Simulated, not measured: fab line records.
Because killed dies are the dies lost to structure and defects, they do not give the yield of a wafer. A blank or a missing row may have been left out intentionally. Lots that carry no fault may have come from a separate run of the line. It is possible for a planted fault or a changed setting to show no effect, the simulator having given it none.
What tool caused it? | flow berkeley-cmos170 | 14 lots, 42 wafers sampled, at 4 steps of a route of 331

WHAT THE GAUGES SHOWED, per wafer
UCB170_PSD_CD_MEAS_06: target cd 1200 nm. Usual: cd-nm reads 1199.1 nm (standard deviation 1.5).
lot  | measured     | on        | cd-nm (nm)           | flag
L273 | day 8 02:32  | cd-sem-02 | 1199.2 1200.6 1200.1 |
L276 | day 8 03:27  | cd-sem-02 | 1198.2 1198.6 1200.4 |
L274 | day 8 03:31  | cd-sem-01 | 1201.1 1198.7 1200.4 |
L278 | day 8 08:23  | cd-sem-01 | 1199.0 1199.5 1199.8 |
L279 | day 9 02:30  | cd-sem-02 | 1200.6 1199.3 1199.1 |
L280 | day 9 02:43  | cd-sem-02 | 1201.1 1201.0 1200.5 |
L281 | day 9 02:45  | cd-sem-01 | 1197.0 1197.5 1197.8 |
L284 | day 9 18:50  | cd-sem-01 | 1199.6 1200.4 1201.1 |
L283 | day 9 23:53  | cd-sem-01 | 1198.3 1198.0 1198.7 |
L285 | day 10 11:04 | cd-sem-01 | 1200.2 1202.0 1201.8 |
L286 | day 10 11:16 | cd-sem-02 | 1199.4 1199.7 1200.4 |
L288 | day 10 11:32 | cd-sem-02 | 1197.6 1197.0 1197.9 |
L295 | day 12 01:33 | cd-sem-02 | 1201.0 1200.7 1200.7 |
L296 | day 12 06:53 | cd-sem-01 | 1198.9 1199.1 1199.0 |

UCB170_CONTACT_CD_MEAS_15: target cd 700 nm. Usual: cd-nm reads 700.0 nm (standard deviation 1.4).
lot  | measured     | on        | cd-nm (nm)        | flag
L273 | day 8 16:14  | cd-sem-02 | 699.2 700.2 702.0 |
L276 | day 8 15:36  | cd-sem-02 | 700.7 699.9 700.2 |
L274 | day 8 18:06  | cd-sem-02 | 698.2 699.7 697.5 |
L278 | day 8 19:32  | cd-sem-02 | 699.1 699.6 699.2 |
L279 | day 9 17:26  | cd-sem-02 | 701.5 700.6 702.2 |
L280 | day 9 17:07  | cd-sem-01 | 699.7 698.4 700.3 |
L281 | day 9 18:02  | cd-sem-02 | 701.6 701.9 701.5 |
L284 | day 10 05:04 | cd-sem-02 | 702.2 699.6 701.1 |
L283 | day 10 12:04 | cd-sem-02 | 699.0 700.4 697.0 |
L285 | day 10 19:34 | cd-sem-01 | 699.9 700.5 700.5 |
L286 | day 10 22:16 | cd-sem-02 | 702.7 701.1 702.3 |
L288 | day 10 22:50 | cd-sem-02 | 698.1 697.1 697.8 |
L295 | day 12 10:19 | cd-sem-01 | 697.3 698.3 699.1 |
L296 | day 12 18:59 | cd-sem-02 | 697.5 697.2 696.9 |

TOOL THAT RAN EACH LOT (tool first, then ch and the chambers of the sampled wafers, then the start)
lot  | UCB170_NSD_STRIP_09                  | UCB170_SILICIDE_PRE_CLEAN_00
L273 | plasma-asher-04 ch 0,1, day 8 08:11  | pvd-sputter-02, day 8 10:20
L276 | plasma-asher-02 ch 0,1, day 8 08:25  | pvd-sputter-01, day 8 11:17
L274 | plasma-asher-04 ch 0,1, day 8 08:40  | pvd-sputter-03, day 8 11:25
L278 | plasma-asher-03 ch 0,1, day 8 12:58  | pvd-sputter-03, day 8 14:44
L279 | plasma-asher-03 ch 0,1, day 9 06:23  | pvd-sputter-03, day 9 09:30
L280 | plasma-asher-04 ch 0,1, day 9 07:38  | pvd-sputter-01, day 9 10:15
L281 | plasma-asher-02 ch 0,1, day 9 07:54  | pvd-sputter-02, day 9 10:40
L284 | plasma-asher-04 ch 0,1, day 9 21:18  | pvd-sputter-01, day 9 22:56
L283 | plasma-asher-02 ch 0, day 10 02:29   | pvd-sputter-03, day 10 04:36
L285 | plasma-asher-02 ch 0,1, day 10 13:31 | pvd-sputter-03, day 10 15:29
L286 | plasma-asher-02 ch 0,1, day 10 14:07 | pvd-sputter-02, day 10 16:17
L288 | plasma-asher-04 ch 0,1, day 10 14:20 | pvd-sputter-03, day 10 16:28
L295 | plasma-asher-03 ch 0,1, day 12 03:40 | pvd-sputter-02, day 12 05:20
L296 | plasma-asher-02 ch 0,1, day 12 09:05 | pvd-sputter-03, day 12 10:55
- UCB170_NSD_STRIP_09: strips in O2.
- UCB170_SILICIDE_PRE_CLEAN_00: preclean etch time 60 s.

WHAT THE TOOLS THEMSELVES READ (means of the sampled wafers that have a number; where no wafer has one, the mark that the record gives instead)
UCB170_NSD_STRIP_09. Usual: drypump-motor-current-A 5.4 A, standard deviation 0.56; oes-product-au 0.534 a.u., standard deviation 0.0048; strip-time-to-endpoint-s 35.79 s, standard deviation 0.066.
lot  | tool            | drypump-motor-current-A (A) | oes-product-au (a.u.) | strip-time-to-endpoint-s (s) | flag
L273 | plasma-asher-04 | 5.1                         | 0.532                 | 35.70                        |
L276 | plasma-asher-02 | 5.4                         | 0.537                 | 35.87                        |
L274 | plasma-asher-04 | 5.6                         | 0.535                 | 35.86                        |
L278 | plasma-asher-03 | 5.5                         | 0.528                 | 35.84                        |
L279 | plasma-asher-03 | 5.6                         | 0.531                 | 35.81                        |
L280 | plasma-asher-04 | 5.2                         | 0.530                 | 35.74                        |
L281 | plasma-asher-02 | 5.7                         | 0.533                 | 35.78                        |
L284 | plasma-asher-04 | 5.1                         | 0.530                 | 35.75                        |
L283 | plasma-asher-02 | 5.1                         | 0.538                 | 35.80                        |
L285 | plasma-asher-02 | 5.4                         | 0.534                 | 35.79                        |
L286 | plasma-asher-02 | 5.7                         | 0.536                 | 35.83                        |
L288 | plasma-asher-04 | 5.6                         | 0.532                 | 35.85                        |
L295 | plasma-asher-03 | 5.2                         | 0.531                 | 35.69                        |
L296 | plasma-asher-02 | 5.4                         | 0.533                 | 35.80                        |

THE ANSWER, worked out from the rows above alone
Rule: a lot is off if the mean of its wafers that have a number lies more than 3 standard deviations from the usual mean. Also off: a lot with no number at a reading for which 4 or more lots have one. The other lots that the step has rows for count as sound. The gauges are gone through in route order, then the tools' own readings, and for those a lot's mean is taken as printed above. At the first step where some lot is off, the reading lying furthest off is the one used; lots without a number count as furthest.
Across all readings shown, no lot is off: no conclusion can be drawn from this.

WHAT THE SIMULATOR PUT IN
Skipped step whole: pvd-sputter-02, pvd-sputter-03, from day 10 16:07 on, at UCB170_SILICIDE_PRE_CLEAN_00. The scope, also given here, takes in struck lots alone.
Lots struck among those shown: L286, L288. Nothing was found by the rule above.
